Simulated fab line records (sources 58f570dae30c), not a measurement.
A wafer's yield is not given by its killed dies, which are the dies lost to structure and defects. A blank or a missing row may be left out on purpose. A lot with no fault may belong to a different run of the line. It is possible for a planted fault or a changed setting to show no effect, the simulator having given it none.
fab line records | flow berkeley-cmos170
record lots=13 | wafers=39 | last-day=12
route steps=331 shown NLDD@161
lots untouched by any fault: they come from a run of this same line in which no faults occurred
start-h: the number of hours between the record's first day and the start of the first shown wafer of the lot | wait-h: how many hours have passed since the lot's step before this one | " repeats the value in the row above | L1.1+2: a row that stands for several wafers | - either no value or no given start | * or withheld: withheld | < > ~ a bound
route shown NAME@n: a module of which the file shows steps, and the number in the route of the first | usual: mean/standard deviation of fault-free wafers | same: alike in all rows | chamber/n: place in a boat | sites: per-site readings | _std_site: standard deviation of those values | _edge_site: inner sites' mean taken away from outer sites' mean | radius-mm: how far each site lies from the wafer's centre | mask NAME#n: copy n | behind: the last tool/chamber to shape the wafer | hold: reason for holding the lot/hours on hold/outcome of the hold | device: names the non-switching transistor (n, p or np) | end of line: at the end of the route, the tests of the same wafers | a step with no rows: only its recipe | killed: count of dies lost to structure and defects at first sort (not the wafer's yield) | map: the dies of a wafer, with x for killed, . for not killed, _ for no die there
set.NAME: setting as actually run; set.NAME@STEP: the setting as run at that earlier step | model.NAME: the simulator's own value behind a step, which no gauge read
one table for each step of the route and one row for each wafer, over a sample of lots
services: when a tool's chamber went out of use (start-h, in hours from the record's first day, below 0 if earlier), for how many hours, and the reason
## steps
# step UCB170_NLDD_EXPOSE_03
# recipe mask-id=NSELECT | na=0.5 | sigma-outer=0.6 | source-shape=conventional | target-cd-nm=1200 | dose-mj=30
lot.wafer  | tool           | chamber | start-h | wait-h | mask
L192.2+3+6 | krf-scanner-01 | 0       | 139.29  | 0.2    | NSELECT#0
L195.1+2+5 | krf-scanner-02 | 0       | 145.24  | 0.1    | NSELECT_R1#0
L194.2+4+5 | krf-scanner-02 | 0       | 146.01  | 0.1    | NSELECT#0
L196.3+4+5 | krf-scanner-02 | 0       | 157.87  | 0.1    | NSELECT#0
L204.3+4+5 | krf-scanner-01 | 0       | 197.85  | 0.1    | NSELECT#0
L205.1+2+3 | krf-scanner-02 | 0       | 200.94  | 0.4    | NSELECT#0
L207.1+2+3 | krf-scanner-01 | 0       | 214.54  | 0.2    | NSELECT#0
L206.2+3+6 | krf-scanner-01 | 0       | 214.68  | 0.3    | NSELECT#0
L209.1+4+5 | krf-scanner-01 | 0       | 228.77  | 0.1    | NSELECT#0
L214.2+3+4 | krf-scanner-01 | 0       | 240.27  | 0.1    | NSELECT#0
L212.2+3+5 | krf-scanner-02 | 0       | 240.58  | 0.2    | NSELECT#0
L213.1+3+5 | krf-scanner-01 | 0       | 240.81  | 0.5    | NSELECT#0
L215.2+3+6 | krf-scanner-01 | 0       | 245.89  | 0.1    | NSELECT#0
# step UCB170_NLDD_CD_MEAS_06
# recipe target-cd-nm=1200
# usual cd-nm=1200.0/1.5
lot.wafer | tool      | chamber | start-h | wait-h | hold                     | cd-nm
L192.2    | cd-sem-02 | -       | 139.72  | -      | -                        | 1199.6
L192.3    | "         | -       | "       | "      | -                        | 1199.2
L192.6    | "         | -       | "       | "      | -                        | 1200.6
L195.1    | cd-sem-01 | -       | 145.64  | -      | await-dispo/0.2h/release | 961.3
L195.2    | "         | -       | "       | "      | await-dispo/0.2h/release | 960.3
L195.5    | "         | -       | "       | "      | await-dispo/0.2h/release | 959.9
L195.1    | cd-sem-01 | -       | 145.92  | 0.3    | -                        | 961.7
L195.2    | "         | -       | "       | "      | -                        | 960.5
L195.5    | "         | -       | "       | "      | -                        | 959.6
L194.2    | cd-sem-01 | -       | 146.40  | -      | -                        | 1198.3
L194.4    | "         | -       | "       | "      | -                        | 1198.8
L194.5    | "         | -       | "       | "      | -                        | 1199.9
L196.3    | cd-sem-01 | -       | 158.40  | -      | -                        | 1200.4
L196.4    | "         | -       | "       | "      | -                        | 1200.7
L196.5    | "         | -       | "       | "      | -                        | 1201.5
L204.3    | cd-sem-02 | -       | 198.24  | -      | -                        | 1198.1
L204.4    | "         | -       | "       | "      | -                        | 1198.6
L204.5    | "         | -       | "       | "      | -                        | 1196.6
L205.1    | cd-sem-02 | -       | 201.33  | -      | -                        | 1200.9
L205.2    | "         | -       | "       | "      | -                        | 1200.0
L205.3    | "         | -       | "       | "      | -                        | 1200.8
L207.1    | cd-sem-02 | -       | 215.14  | -      | -                        | 1201.5
L207.2    | "         | -       | "       | "      | -                        | 1200.0
L207.3    | "         | -       | "       | "      | -                        | 1200.7
L206.2    | cd-sem-01 | -       | 215.18  | -      | -                        | 1203.0
L206.3    | "         | -       | "       | "      | -                        | 1202.2
L206.6    | "         | -       | "       | "      | -                        | 1201.9
L209.1    | cd-sem-02 | -       | 229.16  | -      | -                        | 1198.1
L209.4    | "         | -       | "       | "      | -                        | 1198.8
L209.5    | "         | -       | "       | "      | -                        | 1199.0
L214.2    | cd-sem-02 | -       | 240.66  | -      | -                        | 1199.2
L214.3    | "         | -       | "       | "      | -                        | 1198.5
L214.4    | "         | -       | "       | "      | -                        | 1200.3
L212.2    | cd-sem-01 | -       | 240.98  | -      | -                        | 1200.8
L212.3    | "         | -       | "       | "      | -                        | 1200.1
L212.5    | "         | -       | "       | "      | -                        | 1199.9
L213.1    | cd-sem-02 | -       | 241.37  | -      | -                        | 1198.6
L213.3    | "         | -       | "       | "      | -                        | 1198.5
L213.5    | "         | -       | "       | "      | -                        | 1198.8
L215.2    | cd-sem-01 | -       | 246.73  | -      | -                        | 1200.2
L215.3    | "         | -       | "       | "      | -                        | 1200.0
L215.6    | "         | -       | "       | "      | -                        | 1200.2
## services
tool           | chamber | start-h | hours | kind
krf-scanner-01 | -       | 124.68  | 4.0   | pm
krf-scanner-01 | -       | 151.63  | 0.8   | pm
krf-scanner-01 | -       | 152.38  | 4.4   | pm
krf-scanner-02 | -       | 163.27  | 0.8   | repair
krf-scanner-02 | -       | 170.00  | 0.8   | pm
krf-scanner-01 | -       | 200.49  | 1.3   | pm
krf-scanner-02 | -       | 203.30  | 1.0   | pm
krf-scanner-02 | -       | 210.45  | 1.3   | pm
krf-scanner-02 | -       | 228.55  | 6.2   | repair
krf-scanner-01 | 0       | 245.35  | -     | calibration
## key
first-sign step=UCB170_NLDD_EXPOSE_03 | reading=mask | direction=changed
effect step=UCB170_NLDD_CD_MEAS_06 | reading=visit | direction=added
effect step=UCB170_NLDD_CD_MEAS_06 | reading=cd-nm | direction=down | sigmas=99+ | usual=1200.0 | struck=960.5
met-at UCB170_NLDD_EXPOSE_03
struck-lots L195
scrapped-behind UCB170_NLDD_CD_MEAS_06 L195.1,L195.2,L195.5
fault kind=wrong-mask | tool=any | chamber=- | onset-h=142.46 | steps=UCB170_NLDD_EXPOSE_03 | aux-copy=NSELECT_R1#0 | cd-offset-nm=-240 | scope=struck-lots-only
